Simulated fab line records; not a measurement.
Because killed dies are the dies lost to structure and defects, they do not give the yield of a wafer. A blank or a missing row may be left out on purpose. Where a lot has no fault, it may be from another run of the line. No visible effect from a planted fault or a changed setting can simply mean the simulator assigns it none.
Which tool was responsible? -- flow berkeley_cmos170 -- Sampling: 13 lots, 39 wafers, 6 of 331 route steps

== WHAT EACH GAUGE READ, for each wafer ==
UCB170_M1_CD_MEAS_90: target cd 700 nm. Usual: cd_nm 699.8 nm, standard deviation 2.5.
lot,measured,on,cd_nm (nm),flag
L430,day 8 02:25,cd_sem-02,703.1 698.8 700.8,
L433,day 8 10:41,cd_sem-02,700.6 697.3 698.1,
L432,day 8 10:50,cd_sem-02,703.0 697.5 701.1,
L435,day 9 03:08,cd_sem-01,699.0 696.3 698.1,
L434,day 9 05:15,cd_sem-01,700.8 698.6 700.1,
L436,day 9 06:13,cd_sem-02,699.7 700.0 699.4,
L439,day 9 09:04,cd_sem-01,696.8 701.8 701.3,
L437,day 9 11:07,cd_sem-01,701.8 700.4 699.0,
L441,day 9 12:36,cd_sem-01,700.8 701.2 701.2,
L445,day 10 11:36,cd_sem-01,700.8 700.9 698.1,
L449,day 11 04:49,cd_sem-02,700.6 700.8 699.2,
L452,day 11 12:45,cd_sem-02,701.1 703.1 698.0,
L451,day 11 13:19,cd_sem-01,700.0 696.8 701.9,

UCB170_M2_RS_MEAS_02: the measuring method here is four-point-probe. Usual: M2_AL_RS 0.0319 ohm/sq, standard deviation 0.00036.
lot,measured,on,M2_AL_RS (ohm/sq),flag
L430,day 8 09:40,film_metro-04,0.0322 0.0323 0.0322,
L433,day 8 16:22,film_metro-04,0.0317 0.0318 0.0322,
L432,day 8 16:30,film_metro-03,0.0316 0.0317 0.0316,
L435,day 9 11:40,film_metro-04,0.0316 0.0317 0.0316,
L434,day 9 12:31,film_metro-01,0.0320 0.0322 0.0316,
L436,day 9 12:38,film_metro-03,0.0321 0.0321 0.0321,
L439,day 9 17:07,film_metro-01,0.0327 0.0323 0.0326,
L437,day 9 17:32,film_metro-03,0.0313 0.0319 0.0314,
L441,day 9 19:48,film_metro-03,0.0316 0.0313 0.0313,
L445,day 10 15:58,film_metro-03,0.0323 0.0316 0.0533 0.0324 0.0317 0.0534,OFF
L449,day 11 11:36,film_metro-04,0.0317 0.0314 0.0318,
L452,day 11 19:53,film_metro-03,0.0312 0.0321 0.0320,
L451,day 11 20:46,film_metro-01,0.0320 0.0320 0.0318,

UCB170_M2_THK_MEAS_03: measures by xrf. Usual: M2_AL_THK 903 nm, standard deviation 11.
lot,measured,on,M2_AL_THK (nm),flag
L430,day 8 09:47,film_metro-04,886 892 894,
L433,day 8 16:29,film_metro-04,909 904 900,
L432,day 8 16:37,film_metro-03,911 909 903,
L435,day 9 11:47,film_metro-04,911 910 919,
L434,day 9 12:38,film_metro-01,903 894 916,
L436,day 9 12:45,film_metro-03,889 894 891,
L439,day 9 17:13,film_metro-01,885 892 891,
L437,day 9 17:38,film_metro-03,914 892 917,
L441,day 9 19:55,film_metro-03,904 912 913,
L445,day 10 20:11,film_metro-03,894 909 541 891 904 544,OFF
L449,day 11 11:43,film_metro-04,904 921 894,
L452,day 11 20:00,film_metro-03,914 893 894,
L451,day 11 20:52,film_metro-01,908 908 906,

== WHAT TOOL EACH LOT RAN ON (gives the tool, then ch and the chambers of the sampled wafers, and finally the start) ==
lot,UCB170_M1_SPUTTER_00,UCB170_V1_CVD_00,UCB170_M2_SPUTTER_01
L430,"pvd_sputter-02, day 8 00:06","pecvd-02 ch 0,1,2, day 8 06:06","pvd_sputter-04, day 8 09:34"
L433,"pvd_sputter-01, day 8 08:15","pecvd-03 ch 0,1, day 8 12:47","pvd_sputter-03, day 8 16:16"
L432,"pvd_sputter-02, day 8 08:58","pecvd-01 ch 0,2, day 8 12:47","pvd_sputter-04, day 8 16:23"
L435,"pvd_sputter-02, day 9 01:26","pecvd-03 ch 0,1,2, day 9 08:29","pvd_sputter-04, day 9 11:35"
L434,"pvd_sputter-01, day 9 03:23","pecvd-02 ch 0,2, day 9 08:29","pvd_sputter-03, day 9 12:26"
L436,"pvd_sputter-03, day 9 04:13","pecvd-01 ch 0,1,2, day 9 08:29","pvd_sputter-01, day 9 12:33"
L439,"pvd_sputter-01, day 9 06:26","pecvd-03 ch 0,1, day 9 12:49","pvd_sputter-01, day 9 16:59"
L437,"pvd_sputter-03, day 9 08:58","pecvd-01 ch 1,2, day 9 12:49","pvd_sputter-03, day 9 17:26"
L441,"pvd_sputter-01, day 9 10:03","pecvd-02 ch 1,2, day 9 16:37","pvd_sputter-03, day 9 19:43"
L445,"pvd_sputter-01, day 10 09:21","pecvd-01 ch 0,2, day 10 13:24","pvd_sputter-03, day 10 15:52"
L449,"pvd_sputter-02, day 11 02:59","pecvd-02 ch 0,1, day 11 07:16","pvd_sputter-04, day 11 11:30"
L452,"pvd_sputter-03, day 11 10:53","pecvd-03 ch 0,1,2, day 11 17:02","pvd_sputter-04, day 11 19:47"
L451,"pvd_sputter-02, day 11 11:23","pecvd-01 ch 0,2, day 11 17:02","pvd_sputter-01, day 11 20:39"
- UCB170_M1_SPUTTER_00: material Al, target thk 600 nm, time 80 s.
- UCB170_V1_CVD_00: deposits SiO2 from TEOS/O2, target thk 2000 nm, time 250 s.
- UCB170_M2_SPUTTER_01: material Al, target thk 900 nm, time 120 s.

== AS READ BY THE TOOLS THEMSELVES (means over the sampled wafers that have a number; for cases with no such wafer, the mark the record gives instead) ==
UCB170_M1_SPUTTER_00. Usual: throttle_valve_pct 30.1 %, standard deviation 0.99.
lot,tool,throttle_valve_pct (%),flag
L430,pvd_sputter-02,29.6,
L433,pvd_sputter-01,29.7,
L432,pvd_sputter-02,29.8,
L435,pvd_sputter-02,29.2,
L434,pvd_sputter-01,29.7,
L436,pvd_sputter-03,30.7,
L439,pvd_sputter-01,30.3,
L437,pvd_sputter-03,29.7,
L441,pvd_sputter-01,30.5,
L445,pvd_sputter-01,29.9,
L449,pvd_sputter-02,30.5,
L452,pvd_sputter-03,29.8,
L451,pvd_sputter-02,30.4,

UCB170_V1_CVD_00. Usual: heater_power_w 263 W, standard deviation 58; pressure_mtorr 9000 mTorr, standard deviation 16.
lot,tool,heater_power_w (W),pressure_mtorr (mTorr),flag
L430,pecvd-02,282,9001,
L433,pecvd-03,270,9001,
L432,pecvd-01,239,9007,
L435,pecvd-03,228,8994,
L434,pecvd-02,267,8990,
L436,pecvd-01,265,8997,
L439,pecvd-03,287,8984,
L437,pecvd-01,310,8988,
L441,pecvd-02,305,9004,
L445,pecvd-01,250,8985,
L449,pecvd-02,281,9014,
L452,pecvd-03,205,9010,
L451,pecvd-01,271,9006,

UCB170_M2_SPUTTER_01. Usual: throttle_valve_pct 29.9 %, standard deviation 1.
lot,tool,throttle_valve_pct (%),flag
L430,pvd_sputter-04,30.1,
L433,pvd_sputter-03,30.5,
L432,pvd_sputter-04,29.2,
L435,pvd_sputter-04,29.7,
L434,pvd_sputter-03,29.7,
L436,pvd_sputter-01,30.5,
L439,pvd_sputter-01,29.8,
L437,pvd_sputter-03,29.6,
L441,pvd_sputter-03,29.7,
L445,pvd_sputter-03,29.5,
L449,pvd_sputter-04,29.6,
L452,pvd_sputter-04,29.8,
L451,pvd_sputter-01,30.3,

== THE ANSWER, worked out from the rows above alone ==
Rule: take the mean of a lot's wafers that have a number; if it is more than 3 standard deviations from the usual mean, the lot is off. Also off: a lot with no number at a reading for which 4 or more lots have one. Any other lot the step has rows for is counted as sound. Order of review: gauges by route order, followed by the tools' own readings, for which a lot's mean as printed above is used. The first step at which some lot is off is used, and at that step the reading that is off furthest; a lot without a number counts as furthest.
Off: at UCB170_M2_RS_MEAS_02 (M2_AL_RS), L445.
A tool fits if, at a process step before that reading, it ran every lot that is off, and no sound lot after the first of them. Gauges at UCB170_M2_RS_MEAS_02: tried the same way as those tools. This does not decide it: 2 tools fit, namely pvd_sputter-01 at UCB170_M1_SPUTTER_00 and pvd_sputter-03 at UCB170_M2_SPUTTER_01.

== WHAT WAS PUT IN BY THE SIMULATOR ==
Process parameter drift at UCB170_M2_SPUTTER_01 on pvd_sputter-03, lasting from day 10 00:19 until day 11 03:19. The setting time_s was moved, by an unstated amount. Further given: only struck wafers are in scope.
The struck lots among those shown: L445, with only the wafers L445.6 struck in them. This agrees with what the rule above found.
